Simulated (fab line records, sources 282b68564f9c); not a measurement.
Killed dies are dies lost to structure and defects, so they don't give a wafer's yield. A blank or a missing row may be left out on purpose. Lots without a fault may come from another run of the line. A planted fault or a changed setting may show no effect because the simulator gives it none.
fab line records | flow rit_cmos
record lots=14 wafers=42 last_day=7
route steps=202 shown GATE@96 NLDD@113 NSD@139 M1@202
lots that met no fault: from a run of the same line without faults
start_h: hours from the record's first day to the start of the lot's first wafer shown | wait_h: hours since the lot's step before | " the same as in the row above | L1.1+2: a row that stands for several wafers | - no value, or no start given | * or withheld: withheld | < > ~ a bound
route shown NAME@n: a module of which the file shows steps, and the number in the route of the first | usual: mean/standard deviation of fault-free wafers | same: alike in all rows | chamber/n: place in a boat | sites: the reading at each site | _std_site: their standard deviation | _edge_site: outer sites' mean less inner sites' | radius_mm: how far each site lies from the wafer's centre | mask NAME#n: copy n | behind: the tool/chamber that last shaped the wafer | hold: why the lot was held/for how many hours/how that ended | device: the transistor (n, p or np) that didn't switch | end of line: the same wafers' tests at the end of the route | a step without rows: its recipe alone | killed: dies lost to structure and defects at the first sort, not the wafer's yield | map: a wafer's dies, x killed, . not, _ none there
set.NAME: the setting as run; set.NAME@STEP: as run at that earlier step | model.NAME: the simulator's own value behind a step, which no gauge read
steps of the route over a sample of lots; a table a step, a row a wafer
services: from which hour (start_h, from the record's first day; less than 0 if before it) a tool's chamber was out of use, for how many hours, and why
## steps
# step RIT_GATE_STRIP_20
# recipe chemistry=O2 time_s=180 resist=NOVOLAK platen_temp_c=withheld power_w=500 pressure_mtorr=4000 o2_flow_sccm=4000
# usual chamber_pressure_mTorr=4000/4 drypump_motor_current_A=5.7/0.37
# columns lot.wafer tool chamber start_h wait_h chamber_pressure_mTorr drypump_motor_current_A rf_hours_counter_h
L839.3 plasma_asher-01 1 37.68 0.1 4001 6.0 -
L839.5 " 1 " " 4003 6.0 -
L839.6 " 0 " " 4005 5.2 -
L840.1 plasma_asher-03 0 43.88 0.1 4003 5.9 39
L840.2 " 1 " " 4001 6.2 39
L840.6 " 1 " " 3997 6.2 -
L841.4 plasma_asher-03 1 57.12 0.1 4002 6.1 -
L841.5 " 1 " " 4004 6.1 -
L841.6 " 0 " " 4001 5.9 -
L845.1 plasma_asher-01 0 75.81 0.1 4002 5.2 44
L845.5 " 1 " " 4000 6.0 -
L845.6 " 0 " " 4007 5.2 -
L847.2 plasma_asher-01 0 78.91 0.1 3999 5.2 44
L847.5 " 0 " " 3997 5.2 -
L847.6 " 1 " " 4005 6.0 -
L848.1 plasma_asher-02 0 87.55 0.1 4000 5.8 31
L848.4 " 1 " " 4005 5.4 -
L848.6 " 0 " " 4001 5.8 -
L850.4 plasma_asher-01 1 95.55 0.1 4000 6.0 -
L850.5 " 1 " " 3997 6.0 -
L850.6 " 0 " " 3997 5.2 -
L851.2 plasma_asher-01 1 102.61 0.1 3996 6.0 47
L851.5 " 1 " " 4008 6.0 -
L851.6 " 0 " " 4001 5.2 -
L852.1 plasma_asher-01 0 108.02 0.1 4002 5.2 47
L852.5 " 1 " " 3997 6.0 -
L852.6 " 0 " " 3994 5.2 -
L853.1 plasma_asher-01 0 110.86 0.1 3995 5.2 48
L853.2 " 1 " " 4001 6.0 48
L853.5 " 0 " " 3996 5.2 -
L855.1 plasma_asher-02 0 121.31 0.1 3994 5.8 35
L855.3 " 0 " " 4000 5.8 -
L855.4 " 1 " " 3995 5.4 -
L856.2 plasma_asher-01 0 122.98 0.1 3995 5.2 49
L856.4 " 1 " " 4004 6.0 -
L856.6 " 1 " " 3996 6.0 -
L860.1 plasma_asher-01 0 144.57 0.1 4005 5.2 52
L860.2 " 1 " " 3998 6.0 52
L860.3 " 0 " " 3997 5.2 -
L861.2 plasma_asher-02 1 151.66 0.1 4002 5.4 38
L861.3 " 0 " " 4008 5.8 -
L861.6 " 1 " " 4001 5.4 -
# step RIT_NLDD_TW_MEAS_10
# usual NLDD_TW=2510/14
# columns lot.wafer tool chamber start_h wait_h NLDD_TW
L839.3 film_metro-01 - 44.27 0.1 2495
L839.5 " - " " 2481
L839.6 " - " " 2500
L840.1 film_metro-04 - 48.70 0.1 2511
L840.2 " - " " 2521
L840.6 " - " " 2520
L841.4 film_metro-04 - 62.24 0.1 2499
L841.5 " - " " 2505
L841.6 " - " " 2519
L845.1 film_metro-01 - 80.69 0.1 2507
L845.5 " - " " 2498
L845.6 " - " " 2507
L847.2 film_metro-04 - 84.30 0.1 2488
L847.5 " - " " 2513
L847.6 " - " " 2505
L848.1 film_metro-01 - 92.60 0.1 2509
L848.4 " - " " 2508
L848.6 " - " " 2498
L850.4 film_metro-01 - 102.90 0.1 2520
L850.5 " - " " 2522
L850.6 " - " " 2508
L851.2 film_metro-04 - 107.84 0.1 2505
L851.5 " - " " 2507
L851.6 " - " " 2505
L852.1 film_metro-02 - 113.83 0.1 2535
L852.5 " - " " 2548
L852.6 " - " " 2522
L853.1 film_metro-02 - 117.58 0.1 2532
L853.2 " - " " 2532
L853.5 " - " " 2535
L855.1 film_metro-01 - 126.02 0.1 2519
L855.3 " - " " 2513
L855.4 " - " " 2525
L856.2 film_metro-01 - 128.62 0.1 2516
L856.4 " - " " 2516
L856.6 " - " " 2515
L860.1 film_metro-02 - 150.69 0.1 2524
L860.2 " - " " 2528
L860.3 " - " " 2530
L861.2 film_metro-02 - 157.02 0.1 2519
L861.3 " - " " 2521
L861.6 " - " " 2521
# step RIT_NSD_IMPLANT_08
# recipe species=P energy_kev=25.27 dose_cm2=1e+15 tilt_deg=7
# usual dose_ions_cm2=9.999e+14/1e+12 end_station_pressure_torr=7.6e-06/4.1e-07 faraday_current_uA=3127/64
# same implant_ion_amu=31
# columns lot.wafer tool chamber start_h wait_h dose_ions_cm2 end_station_pressure_torr faraday_current_uA
L839.3 implanter-03 0 49.47 0.1 1.0002e+15 7.1e-06 3217
L839.5 " 0 " " 1.0017e+15 8e-06 3136
L839.6 " 0 " " 1.0004e+15 8.2e-06 3155
L840.1 implanter-03 0 53.91 0.1 9.989e+14 7.3e-06 3008
L840.2 " 0 " " 1e+15 7.7e-06 3092
L840.6 " 0 " " 1.001e+15 7.4e-06 3115
L841.4 implanter-03 0 67.29 0.1 9.988e+14 8.2e-06 3071
L841.5 " 0 " " 9.986e+14 7.4e-06 2973
L841.6 " 0 " " 9.989e+14 7.5e-06 3118
L845.1 implanter-03 0 85.73 0.1 1.0005e+15 7.5e-06 3113
L845.5 " 0 " " 9.992e+14 8e-06 3139
L845.6 " 0 " " 1.0003e+15 7.9e-06 3098
L847.2 implanter-01 0 89.47 0.1 9.993e+14 7.7e-06 3091
L847.5 " 0 " " 1e+15 7.7e-06 3065
L847.6 " 0 " " 9.987e+14 7.6e-06 2969
L848.1 implanter-03 0 97.77 0.1 1.0003e+15 7.8e-06 3166
L848.4 " 0 " " 9.991e+14 8e-06 3129
L848.6 " 0 " " 1.0007e+15 7.4e-06 3247
L850.4 implanter-03 0 108.08 0.1 1.0011e+15 7.3e-06 3080
L850.5 " 0 " " 1.0011e+15 8.3e-06 3034
L850.6 " 0 " " 1.0032e+15 7.2e-06 3113
L851.2 implanter-03 0 113.25 0.1 9.985e+14 7.5e-06 3230
L851.5 " 0 " " 9.985e+14 8.3e-06 3189
L851.6 " 0 " " 9.974e+14 7.6e-06 3212
L852.1 implanter-04 0 118.96 0.1 1.0008e+15 7.7e-06 3061
L852.5 " 0 " " 1.0002e+15 8.1e-06 3131
L852.6 " 0 " " 1.0002e+15 7.4e-06 3160
L853.1 implanter-03 0 122.67 0.1 1.0006e+15 8.1e-06 3038
L853.2 " 0 " " 1.0001e+15 6.4e-06 3146
L853.5 " 0 " " 9.989e+14 7.6e-06 3088
L855.1 implanter-01 0 132.45 0.1 1.0016e+15 7.6e-06 3108
L855.3 " 0 " " 9.999e+14 7.2e-06 3054
L855.4 " 0 " " 9.986e+14 7.5e-06 3214
L856.2 implanter-03 0 133.66 0.1 1.0008e+15 7.4e-06 3132
L856.4 " 0 " " 9.986e+14 7.7e-06 3205
L856.6 " 0 " " 1.0013e+15 7.6e-06 3201
L860.1 implanter-04 0 155.94 0.1 5.518e+14 6e-06 1707
L860.2 " 0 " " 5.517e+14 6.2e-06 1742
L860.3 " 0 " " 5.516e+14 6.9e-06 1694
L861.2 implanter-04 0 162.57 0.1 5.504e+14 6.3e-06 1769
L861.3 " 0 " " 5.5e+14 6.4e-06 1737
L861.6 " 0 " " 5.493e+14 6.5e-06 1677
# step RIT_NSD_TW_MEAS_10
# usual NSD_TW=3156/16
# columns lot.wafer tool chamber start_h wait_h NSD_TW
L839.3 film_metro-01 - 49.76 0.1 3133
L839.5 " - " " 3145
L839.6 " - " " 3139
L840.1 film_metro-02 - 54.23 0.1 3155
L840.2 " - " " 3171
L840.6 " - " " 3184
L841.4 film_metro-02 - 67.57 0.1 3169
L841.5 " - " " 3161
L841.6 " - " " 3183
L845.1 film_metro-02 - 86.06 0.1 3166
L845.5 " - " " 3165
L845.6 " - " " 3166
L847.2 film_metro-02 - 89.78 0.1 3162
L847.5 " - " " 3173
L847.6 " - " " 3156
L848.1 film_metro-02 - 98.10 0.1 3181
L848.4 " - " " 3189
L848.6 " - " " 3165
L850.4 film_metro-01 - 108.36 0.1 3143
L850.5 " - " " 3151
L850.6 " - " " 3157
L851.2 film_metro-04 - 113.56 0.1 3136
L851.5 " - " " 3154
L851.6 " - " " 3151
L852.1 film_metro-01 - 119.29 0.1 3168
L852.5 " - " " 3154
L852.6 " - " " 3154
L853.1 film_metro-02 - 122.99 0.1 3147
L853.2 " - " " 3140
L853.5 " - " " 3130
L855.1 film_metro-01 - 132.77 0.1 3171
L855.3 " - " " 3176
L855.4 " - " " 3158
L856.2 film_metro-04 - 133.97 0.1 3153
L856.4 " - " " 3167
L856.6 " - " " 3169
L860.1 film_metro-04 - 156.26 0.1 2717
L860.2 " - " " 2714
L860.3 " - " " 2715
L861.2 film_metro-01 - 162.88 0.1 2757
L861.3 " - " " 2749
L861.6 " - " " 2765
# step RIT_SDANNEAL_RS_MEAS_05
# recipe thk_meas_gauge=four-point-probe
# usual NSD_RS=84.4/0.34
# columns lot.wafer tool chamber start_h wait_h NSD_RS[ohm/sq]
L839.3 film_metro-04 - 51.81 0.1 84.8
L839.5 " - " " 85.1
L839.6 " - " " 84.9
L840.1 film_metro-02 - 56.26 0.1 84.0
L840.2 " - " " 84.0
L840.6 " - " " 84.0
L841.4 film_metro-02 - 69.77 0.1 84.2
L841.5 " - " " 83.9
L841.6 " - " " 84.1
L845.1 film_metro-02 - 88.21 0.1 83.9
L845.5 " - " " 83.7
L845.6 " - " " 84.1
L847.2 film_metro-01 - 92.05 0.1 84.7
L847.5 " - " " 84.4
L847.6 " - " " 84.6
L848.1 film_metro-04 - 100.14 0.1 85.0
L848.4 " - " " 84.8
L848.6 " - " " 84.9
L850.4 film_metro-01 - 110.52 0.1 84.5
L850.5 " - " " 84.3
L850.6 " - " " 84.4
L851.2 film_metro-01 - 115.77 0.1 84.7
L851.5 " - " " 84.5
L851.6 " - " " 84.6
L852.1 film_metro-04 - 121.35 0.1 84.5
L852.5 " - " " 84.2
L852.6 " - " " 84.4
L853.1 film_metro-04 - 125.15 0.1 84.9
L853.2 " - " " 85.1
L853.5 " - " " 84.7
L855.1 film_metro-02 - 134.93 0.1 84.0
L855.3 " - " " 84.1
L855.4 " - " " 84.0
L856.2 film_metro-04 - 136.13 0.1 83.9
L856.4 " - " " 84.1
L856.6 " - " " 84.1
L860.1 film_metro-02 - 158.64 0.1 137.9
L860.2 " - " " 136.4
L860.3 " - " " 136.5
L861.2 film_metro-04 - 165.42 0.1 134.7
L861.3 " - " " 135.0
L861.6 " - " " 134.7
# step RIT_SDANNEAL_RS_MEAS_07
# recipe thk_meas_gauge=four-point-probe
# usual NLDD_RS=151.7/0.57
# columns lot.wafer tool chamber start_h wait_h NLDD_RS[ohm/sq]
L839.3 film_metro-04 - 52.05 0.1 152.6
L839.5 " - " " 152.7
L839.6 " - " " 152.3
L840.1 film_metro-02 - 56.50 0.1 151.3
L840.2 " - " " 151.4
L840.6 " - " " 151.2
L841.4 film_metro-02 - 70.01 0.1 151.9
L841.5 " - " " 152.0
L841.6 " - " " 151.5
L845.1 film_metro-02 - 88.45 0.1 151.0
L845.5 " - " " 150.6
L845.6 " - " " 150.6
L847.2 film_metro-01 - 92.29 0.1 151.2
L847.5 " - " " 150.8
L847.6 " - " " 151.1
L848.1 film_metro-04 - 100.38 0.1 151.3
L848.4 " - " " 151.4
L848.6 " - " " 151.6
L850.4 film_metro-01 - 110.76 0.1 151.5
L850.5 " - " " 151.3
L850.6 " - " " 151.3
L851.2 film_metro-01 - 116.01 0.1 152.0
L851.5 " - " " 152.2
L851.6 " - " " 152.3
L852.1 film_metro-04 - 121.59 0.1 151.9
L852.5 " - " " 152.2
L852.6 " - " " 152.6
L853.1 film_metro-04 - 125.39 0.1 151.3
L853.2 " - " " 152.4
L853.5 " - " " 151.3
L855.1 film_metro-02 - 135.17 0.1 151.4
L855.3 " - " " 151.7
L855.4 " - " " 151.6
L856.2 film_metro-04 - 136.37 0.1 152.0
L856.4 " - " " 152.2
L856.6 " - " " 152.5
L860.1 film_metro-02 - 158.88 0.1 151.1
L860.2 " - " " 150.9
L860.3 " - " " 151.1
L861.2 film_metro-04 - 165.66 0.1 152.3
L861.3 " - " " 153.0
L861.6 " - " " 152.4
# step RIT_M1_PROBE_99
# usual killed_at_contacts=0.0/0.22 killed_at_front_end=7/3.2 killed_dies=8/3.2 killed_open=3.7/2.1 killed_short=3.8/2.2
# same gross_dies=264 killed_at_M0_to_M3=0 killed_at_M4_up=0 killed_at_back_side=0 killed_at_other=0
# columns lot.wafer tool chamber start_h wait_h killed_at_contacts killed_at_front_end killed_dies killed_open killed_short
L839.3 prober-01 - 59.00 0.2 0 6 6 3 3
L839.5 prober-01 - 59.10 0.2 0 8 8 3 5
L839.6 prober-01 - 59.15 0.2 0 8 8 4 4
L840.1 prober-02 - 63.62 0.1 0 9 9 6 3
L840.2 prober-02 - 63.67 0.1 0 10 10 3 7
L840.6 prober-02 - 63.87 0.2 0 13 13 6 7
L841.4 prober-01 - 77.13 0.2 0 2 2 2 0
L841.5 prober-01 - 77.18 0.2 0 12 12 7 5
L841.6 prober-01 - 77.23 0.2 1 6 7 4 3
L845.1 prober-01 - 95.63 0.1 0 12 12 5 7
L845.5 prober-01 - 95.83 0.2 1 11 12 6 6
L845.6 prober-01 - 95.88 0.2 0 5 5 1 4
L847.2 prober-01 - 100.24 0.1 0 4 4 2 2
L847.5 prober-01 - 100.39 0.2 0 5 5 4 1
L847.6 prober-01 - 100.44 0.2 0 8 8 4 4
L848.1 prober-02 - 107.64 0.1 0 5 5 0 5
L848.4 prober-02 - 107.79 0.2 0 11 11 7 4
L848.6 prober-02 - 107.89 0.2 0 11 11 5 6
L850.4 prober-02 - 117.89 0.2 0 17 17 8 9
L850.5 prober-02 - 117.94 0.2 0 4 4 3 1
L850.6 prober-02 - 117.99 0.2 0 6 6 5 1
L851.2 prober-01 - 123.06 0.1 0 7 7 5 2
L851.5 prober-01 - 123.21 0.2 0 7 7 5 2
L851.6 prober-01 - 123.26 0.2 0 8 8 3 5
L852.1 prober-02 - 129.05 0.1 0 5 5 0 5
L852.5 prober-02 - 129.25 0.2 0 11 11 3 8
L852.6 prober-02 - 129.30 0.2 0 12 12 7 5
L853.1 prober-01 - 132.42 0.1 0 6 6 2 4
L853.2 prober-01 - 132.47 0.1 0 9 9 2 7
L853.5 prober-01 - 132.62 0.2 0 6 6 4 2
L855.1 prober-01 - 142.21 0.1 0 10 10 6 4
L855.3 prober-01 - 142.31 0.2 0 10 10 6 4
L855.4 prober-01 - 142.36 0.2 0 5 5 2 3
L856.2 prober-02 - 143.76 0.1 0 6 6 2 4
L856.4 prober-02 - 143.86 0.2 0 13 13 5 8
L856.6 prober-02 - 143.96 0.2 0 7 7 4 3
L860.1 prober-02 - 166.01 0.1 1 7 8 2 6
L860.2 prober-02 - 166.06 0.1 0 10 10 3 7
L860.3 prober-02 - 166.11 0.2 0 8 8 3 5
L861.2 prober-01 - 172.73 0.1 0 4 4 3 1
L861.3 prober-01 - 172.78 0.2 0 2 2 1 1
L861.6 prober-01 - 172.93 0.2 0 4 4 3 1
# killed by level:class
L839.3 GATE:geometric_particle:open=2 FOX1:geometric_particle:short=1 GATE:geometric_particle:short=1 REOX:geometric_particle:short=1 SILICIDE:geometric_particle:open=1
L839.5 FOX2:geometric_particle:short=2 REOX:geometric_particle:short=2 FOX2:geometric_particle:open=1 GATE:geometric_particle:open=1 SPACER:geometric_particle:short=1 SILICIDE:geometric_particle:open=1
L839.6 GATE:geometric_particle:open=4 FOX1:geometric_particle:short=3 SILICIDE:geometric_particle:short=1
L840.1 REOX:geometric_particle:open=3 FOX1:geometric_particle:open=1 FOX2:geometric_particle:short=1 GATE:geometric_particle:open=1 REOX:geometric_particle:short=1 SILICIDE:geometric_particle:short=1 SILICIDE:geometric_particle:open=1
L840.2 GATE:geometric_particle:open=2 REOX:geometric_particle:short=2 SPACER:geometric_particle:short=2 FOX1:geometric_particle:short=1 FOX2:geometric_particle:short=1 GATE:geometric_particle:short=1 REOX:geometric_particle:open=1
L840.6 REOX:geometric_particle:short=2 SPACER:geometric_particle:short=2 FOX1:geometric_particle:short=1 FOX1:geometric_particle:open=1 FOX2:geometric_particle:open=1 GATE:geometric_particle:short=1 GATE:geometric_particle:open=1 REOX:geometric_particle:open=1
L841.4 FOX1:geometric_particle:open=1 FOX2:geometric_particle:open=1
L841.5 FOX1:geometric_particle:open=2 FOX1:geometric_particle:short=2 GATE:geometric_particle:short=2 SPACER:geometric_particle:open=2 FOX2:geometric_particle:short=1 FOX2:geometric_particle:open=1 GATE:geometric_particle:open=1 SILICIDE:geometric_particle:open=1
L841.6 SPACER:geometric_particle:short=3 FOX1:geometric_particle:open=2 SPACER:geometric_particle:open=1 CONTACT:geometric_particle:open=1
L845.1 GATE:geometric_particle:open=3 GATE:geometric_particle:short=3 FOX1:geometric_particle:open=1 FOX2:geometric_particle:short=1 REOX:geometric_particle:short=1 SPACER:geometric_particle:short=1 SILICIDE:geometric_particle:short=1 SILICIDE:geometric_particle:open=1
L845.5 GATE:geometric_particle:short=2 SILICIDE:geometric_particle:open=2 FOX1:geometric_particle:open=1 FOX2:geometric_particle:short=1 GATE:geometric_particle:open=1 REOX:geometric_particle:open=1 REOX:geometric_particle:short=1 SPACER:geometric_particle:short=1
L845.6 GATE:geometric_particle:short=2 FOX1:geometric_particle:short=1 REOX:geometric_particle:open=1 SILICIDE:geometric_particle:short=1
L847.2 FOX2:geometric_particle:open=1 GATE:geometric_particle:open=1 GATE:geometric_particle:short=1 SILICIDE:geometric_particle:short=1
L847.5 GATE:geometric_particle:open=2 FOX2:geometric_particle:short=1 REOX:geometric_particle:open=1 SILICIDE:geometric_particle:open=1
L847.6 GATE:geometric_particle:open=2 REOX:geometric_particle:short=2 FOX2:geometric_particle:open=1 GATE:geometric_particle:short=1 REOX:geometric_particle:open=1 SILICIDE:geometric_particle:short=1
L848.1 FOX2:geometric_particle:short=2 SPACER:geometric_particle:short=2 GATE:geometric_particle:short=1
L848.4 GATE:geometric_particle:open=4 SILICIDE:geometric_particle:short=2 FOX1:geometric_particle:open=1 GATE:geometric_particle:short=1 REOX:geometric_particle:short=1 SPACER:geometric_particle:open=1 SILICIDE:geometric_particle:open=1
L848.6 GATE:geometric_particle:short=3 SPACER:geometric_particle:open=3 GATE:geometric_particle:open=2 SPACER:geometric_particle:short=2 FOX1:geometric_particle:short=1
L850.4 GATE:geometric_particle:open=5 GATE:geometric_particle:short=3 REOX:geometric_particle:short=2 SPACER:geometric_particle:open=2 SILICIDE:geometric_particle:short=2 FOX2:geometric_particle:short=1 REOX:geometric_particle:open=1 SPACER:geometric_particle:short=1
L850.5 GATE:geometric_particle:open=2 GATE:geometric_particle:short=1 SPACER:geometric_particle:open=1
L850.6 GATE:geometric_particle:open=2 FOX2:geometric_particle:open=1 REOX:geometric_particle:open=1 SPACER:geometric_particle:short=1 SPACER:geometric_particle:open=1
L851.2 FOX1:geometric_particle:open=2 GATE:geometric_particle:open=2 FOX1:geometric_particle:short=1 GATE:geometric_particle:short=1 REOX:geometric_particle:open=1
L851.5 REOX:geometric_particle:open=2 SILICIDE:geometric_particle:open=2 FOX1:geometric_particle:short=1 GATE:geometric_particle:open=1 SPACER:geometric_particle:short=1
L851.6 REOX:geometric_particle:short=3 GATE:geometric_particle:open=2 GATE:geometric_particle:short=1 SPACER:geometric_particle:open=1 SPACER:geometric_particle:short=1
L852.1 GATE:geometric_particle:short=4 REOX:geometric_particle:short=1
L852.5 GATE:geometric_particle:short=4 FOX2:geometric_particle:short=2 REOX:geometric_particle:short=2 GATE:geometric_particle:open=1 REOX:geometric_particle:open=1 SPACER:geometric_particle:open=1
L852.6 REOX:geometric_particle:open=4 SPACER:geometric_particle:short=3 GATE:geometric_particle:open=2 GATE:geometric_particle:short=2 SPACER:geometric_particle:open=1
L853.1 REOX:geometric_particle:short=2 GATE:geometric_particle:short=1 GATE:geometric_particle:open=1 REOX:geometric_particle:open=1 SILICIDE:geometric_particle:short=1
L853.2 GATE:geometric_particle:short=2 REOX:geometric_particle:short=2 SPACER:geometric_particle:open=2 FOX1:geometric_particle:short=1 SPACER:geometric_particle:short=1 SILICIDE:geometric_particle:short=1
L853.5 SPACER:geometric_particle:open=3 SPACER:geometric_particle:short=1 SILICIDE:geometric_particle:open=1 SILICIDE:geometric_particle:short=1
L855.1 GATE:geometric_particle:open=3 SPACER:geometric_particle:short=2 FOX2:geometric_particle:short=1 REOX:geometric_particle:short=1 REOX:geometric_particle:open=1 SPACER:geometric_particle:open=1 SILICIDE:geometric_particle:open=1
L855.3 GATE:geometric_particle:open=4 GATE:geometric_particle:short=3 SPACER:geometric_particle:open=2 FOX1:geometric_particle:short=1
L855.4 GATE:geometric_particle:short=1 GATE:geometric_particle:open=1 REOX:geometric_particle:short=1 SPACER:geometric_particle:open=1 SPACER:geometric_particle:short=1
L856.2 FOX1:geometric_particle:short=2 GATE:geometric_particle:open=2 FOX2:geometric_particle:short=1 REOX:geometric_particle:short=1
L856.4 GATE:geometric_particle:short=3 SILICIDE:geometric_particle:open=3 FOX2:geometric_particle:short=2 GATE:geometric_particle:open=2 REOX:geometric_particle:short=2 SILICIDE:geometric_particle:short=1
L856.6 GATE:geometric_particle:open=2 ACTIVE:geometric_particle:short=1 FOX1:geometric_particle:short=1 FOX1:geometric_particle:open=1 FOX2:geometric_particle:short=1 SPACER:geometric_particle:open=1
L860.1 GATE:geometric_particle:short=4 REOX:geometric_particle:short=1 SPACER:geometric_particle:open=1 SILICIDE:geometric_particle:open=1 CONTACT:geometric_particle:short=1
L860.2 GATE:geometric_particle:short=4 GATE:geometric_particle:open=2 REOX:geometric_particle:short=1 SPACER:geometric_particle:short=1 SPACER:geometric_particle:open=1 SILICIDE:geometric_particle:short=1
L860.3 SPACER:geometric_particle:short=3 GATE:geometric_particle:open=2 GATE:geometric_particle:short=2 FOX2:geometric_particle:open=1
L861.2 FOX2:geometric_particle:open=1 GATE:geometric_particle:short=1 GATE:geometric_particle:open=1 REOX:geometric_particle:open=1
L861.3 GATE:geometric_particle:open=1 SPACER:geometric_particle:short=1
L861.6 GATE:geometric_particle:open=2 GATE:geometric_particle:short=1 SPACER:geometric_particle:open=1
## services
# columns tool chamber start_h hours kind
implanter-04 - 22.97 81.8 pm
plasma_asher-01 - 54.90 3.0 repair
implanter-04 - 107.93 3.1 repair
plasma_asher-03 - 108.75 9.0 pm
plasma_asher-03 0 108.75 9.0 vent_cycle
plasma_asher-03 1 108.75 9.0 vent_cycle
plasma_asher-03 0 117.75 - clean
plasma_asher-03 1 117.75 - clean
implanter-04 - 130.88 5.3 pm
plasma_asher-02 - 132.94 4.4 repair
implanter-04 - 146.30 0.8 repair
implanter-01 - 146.92 0.6 repair
implanter-01 - 151.03 14.2 pm
## key
first_sign step=RIT_NSD_IMPLANT_08 reading=dose_ions_cm2 direction=down sigmas=99+ usual=9.999e+14 struck=5.508e+14
effect step=RIT_NSD_IMPLANT_08 reading=faraday_current_uA direction=down sigmas=22 usual=3127 struck=1721
effect step=RIT_NSD_TW_MEAS_10 reading=NSD_TW direction=down sigmas=26 usual=3156 struck=2736
effect step=RIT_SDANNEAL_RS_MEAS_05 reading=NSD_RS direction=up sigmas=99+ usual=84.4 struck=135.9
met_at RIT_NSD_IMPLANT_08
struck_lots L860,L861
tester_left_out L860,L861
not_acting_at RIT_GATE_STRIP_20,RIT_NLDD_TW_MEAS_10,RIT_SDANNEAL_RS_MEAS_07
onset_between 118.96 155.94
fault kind=process_parameter_drift tool=implanter-04 chamber=- onset_h=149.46 steps=RIT_NSD_IMPLANT_08 channel=dose_cm2 offset=-4.5e+14 shape=step end_h=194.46 acts_in=these_recipes_only stated=1e+15
# tester_left_out: of these lots the tester's yield and bins aren't shown, on N5 and GAA mostly nor the transistor test; their killed dies are dies lost to structure and defects alone, not to doping, threshold or leakage, so they don't give the yield
